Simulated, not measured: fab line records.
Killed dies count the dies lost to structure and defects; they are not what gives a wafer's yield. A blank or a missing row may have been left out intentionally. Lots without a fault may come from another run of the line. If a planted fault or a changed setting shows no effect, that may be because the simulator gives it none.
Struck lot and sound lot, side by side || flow rit cmos || 16 out of 202 route steps
Sound: wafers L854.1, L854.2, L854.4. Wafers L853.2, L853.4, L853.5 were the ones struck. The cause comes at the end.
Order at every step that has rows: each side's tool, ch and its chambers, its first start. Under that, the readings that differ: sound wafers || struck wafers || difference of the means || sigmas: that difference in standard deviations of wafers without a fault.
alike: words and numbers the same on both sides, and readings whose means are apart by under 2 such deviations; not compared: readings that were withheld, readings missing a value for some wafer, numbers with overlapping values and no deviation given by the record, and bounds like >300 which may hide the same value.
Wherever a step has rows on one side only, a row that says differs or no value, or a row with sigmas, the two part there. Numbers that have no deviation but don't overlap get no sigmas and don't part them. Lack of a reading on every wafer of one side parts them only where that side has two or more wafers.

RIT_ACTIVE_BOW_MEAS_00:
  struck on film metro-04, day 5 14:01; sound on film metro-01, day 5 19:00
  alike: INCOMING_BOW
then, 1 step without rows for these wafers: RIT_ACTIVE_OXIDATION_01 (target thk 46.8 nm, ox time 3360 s).
RIT_ACTIVE_THK_MEAS_02:
  struck on film metro-04, day 5 16:19; sound on film metro-04, day 5 22:20
{"reading": "ACTIVE_OXIDE_THK (nm)", "sound": "49.6 50.7 50.5", "struck": "48.2 48.3 47.9", "difference": -2.1, "sigmas": -3}
then, 1 step without rows for these wafers: RIT_ACTIVE_CVD_03 (deposits Si3N4 from SiH2Cl2/NH3, target thk 150 nm, time 1500 s).
RIT_ACTIVE_THK_MEAS_04:
  struck on film metro-04, day 5 17:47; sound on film metro-04, day 5 23:49
  alike: ACTIVE_NITRIDE_THK
then, 1 step without rows for these wafers: RIT_ACTIVE_HMDS_05 (prime time 60 s).
RIT_ACTIVE_COAT_06: resist thk 1000 nm.
  sound on litho track-03 ch 0, day 6 00:02; struck on litho track-02 ch 0, day 5 18:01
{"reading": "spin speed rpm (rpm)", "sound": "3248.6 3248.4 3248.5", "struck": "3520.8 3523.2 3529.4", "difference": "+276.0", "sigmas": "+99"}
{"reading": "model.NOVOLAK_of_ACTIVE_COAT_06.thk nm (nm)", "sound": "993.4 995.8 996.8", "struck": "960.7 959.7 961.8", "difference": -34.6, "sigmas": ""}
  alike: resist line temp C
then, 4 steps without rows for these wafers: RIT_ACTIVE_SOFTBAKE_07 (time 60 s); RIT_ACTIVE_EXPOSE_08 (exposes mask M1, target cd 1400 nm); RIT_ACTIVE_PEB_09; RIT_ACTIVE_DEVELOP_10 (develop time 50 s).
RIT_ACTIVE_CD_MEAS_11 targets a cd of 1400 nm.
  struck on cd sem-01, day 5 18:50; sound on cd sem-02, day 6 00:44
  alike: cd nm
then, 1 step without rows for these wafers: RIT_ACTIVE_HARDBAKE_12 (time 60 s).
RIT_ACTIVE_ETCH_13: etches Si3N4 in SF6, stops on SiO2, time 210 s, target depth 210 nm.
  sound on rie diel-03 ch 0,1,3, day 6 01:00; struck on rie diel-03 ch 1,2, day 5 19:05
{"reading": "model.NOVOLAK_of_ACTIVE_COAT_06.thk nm (nm)", "sound": "647.7 651.5 649.2", "struck": "620.4 617.6 620.8", "difference": -29.9, "sigmas": ""}
  alike: SF6_flow_sccm, drypump motor current A, oes product au, throttle valve pct
  not compared: rf hours counter h
RIT_ACTIVE_STRIP_14: strips in O2, time 180 s.
  sound on plasma asher-02 ch 0,1, day 6 01:08; struck on plasma asher-02 ch 0,1, day 5 19:13
  alike: drypump motor current A
  not compared: rf hours counter h
-- the record jumps here: 2 days lie between the struck wafers' starts before and after (it left off in module ACTIVE and takes up again in module M1, whose first step shown is number 202 of the route) --
RIT_M1_PROBE_99:
  struck on prober-02, day 7 19:17; sound on prober-01, day 8 03:26
  alike: killed at front end, killed dies, killed on rim, killed open, killed short

## WHERE THEY PART
Last at RIT_ACTIVE_COAT_06 as far as this record goes, first at RIT_ACTIVE_THK_MEAS_02. Later steps at which nothing parts them and some readings are alike: RIT_ACTIVE_CD_MEAS_11, RIT_ACTIVE_ETCH_13, RIT_ACTIVE_STRIP_14, RIT_M1_PROBE_99.

WHY: whatever the simulator had introduced
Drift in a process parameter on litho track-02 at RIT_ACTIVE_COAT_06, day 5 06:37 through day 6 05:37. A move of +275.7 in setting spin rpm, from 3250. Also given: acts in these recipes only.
